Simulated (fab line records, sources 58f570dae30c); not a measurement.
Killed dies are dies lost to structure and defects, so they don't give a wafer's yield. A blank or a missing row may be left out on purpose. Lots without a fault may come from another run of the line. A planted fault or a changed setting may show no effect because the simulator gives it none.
A struck lot beside a sound one | flow berkeley_cmos170 | 14 steps out of a route of 331
Sound: wafers L216.1, L216.4, L216.5. Struck: wafers L211.1, L211.4, L211.6. The cause comes at the end.
At each step with rows: each side's tool, then ch and its chambers, then its first start. Under that, the readings that differ: sound wafers | struck wafers | difference of the means | sigmas: that difference in standard deviations of wafers without a fault.
alike: readings whose means differ by less than 2 such deviations, and words and numbers that are the same on both sides. not compared: withheld readings, readings that some wafer has no value for, bounds like >300 that may hide the same value, and numbers for which the record gives no deviation and whose values overlap.
The two part at a step that has a row with sigmas, a row that says differs or no value, or rows on one side only. Numbers that don't overlap but have no deviation are shown without sigmas and don't part them. A reading that every wafer of one side lacks parts them only if that side has two wafers or more.

UCB170_M1_STRIP_13: strips in O2.
  sound on plasma_asher-01 ch 0,1, day 10 16:47; struck on plasma_asher-02 ch 0, day 9 06:21
  alike: drypump_motor_current_A, oes_product_au
  not compared: rf_hours_counter_h
UCB170_M1_CD_MEAS_90: target cd 700 nm.
  sound on cd_sem-02, day 10 16:53; struck on cd_sem-01, day 9 06:27
  alike: cd_nm
then, 1 step without rows for these wafers: UCB170_M1_ANNEAL_14 (time 1200 s).
UCB170_V1_CVD_00: deposits SiO2 from TEOS/O2, target thk 2000 nm, time 238.6 s.
  sound on pecvd-01 ch 0,1,2, day 10 20:14; struck on pecvd-04 ch 0,1, day 9 12:40
  alike: heater_power_w, pressure_mtorr, susceptor_temp_C
UCB170_V1_THK_MEAS_01:
  sound on film_metro-02, day 10 20:24; struck on film_metro-03, day 9 12:49
  alike: V1_TEOS_THK
UCB170_V1_CMP_02: polishes SiO2.
  sound on cmp-02 ch 0,1,2, day 10 20:28; struck on cmp-01 ch 0,2, day 9 12:53
  alike: motor_current_A
UCB170_V1_BOW_MEAS_03:
  sound on film_metro-03, day 10 20:46; struck on film_metro-03, day 9 13:11
  alike: V1_BOW
UCB170_V1_THK_MEAS_04:
  sound on film_metro-03, day 10 20:53; struck on film_metro-03, day 9 13:18
  alike: V1_POLISHED_THK
then, 4 steps without rows for these wafers: UCB170_V1_CLEAN_05 (cleans in DIW); UCB170_V1_HMDS_06 (prime time 60 s); UCB170_V1_COAT_07 (resist thk 900 nm); UCB170_V1_SOFTBAKE_08 (time 60 s).
UCB170_V1_EXPOSE_09: exposes mask VIA1, target cd 700 nm.
  sound on krf_scanner-01 ch 0, day 10 21:34; struck on krf_scanner-01, day 9 15:58
  no value came back on the struck wafers for exposure_dose_mJ_cm2, focus_offset_nm (nm), reticle_temp_C (C); on the sound wafers exposure_dose_mJ_cm2 reads 36.96 36.93 36.94
  alike: mask
then, 1 step without rows for these wafers: UCB170_V1_PEB_10.

WHERE THEY PART
Only at UCB170_V1_EXPOSE_09, within this record.

WHY: what the simulator had put in
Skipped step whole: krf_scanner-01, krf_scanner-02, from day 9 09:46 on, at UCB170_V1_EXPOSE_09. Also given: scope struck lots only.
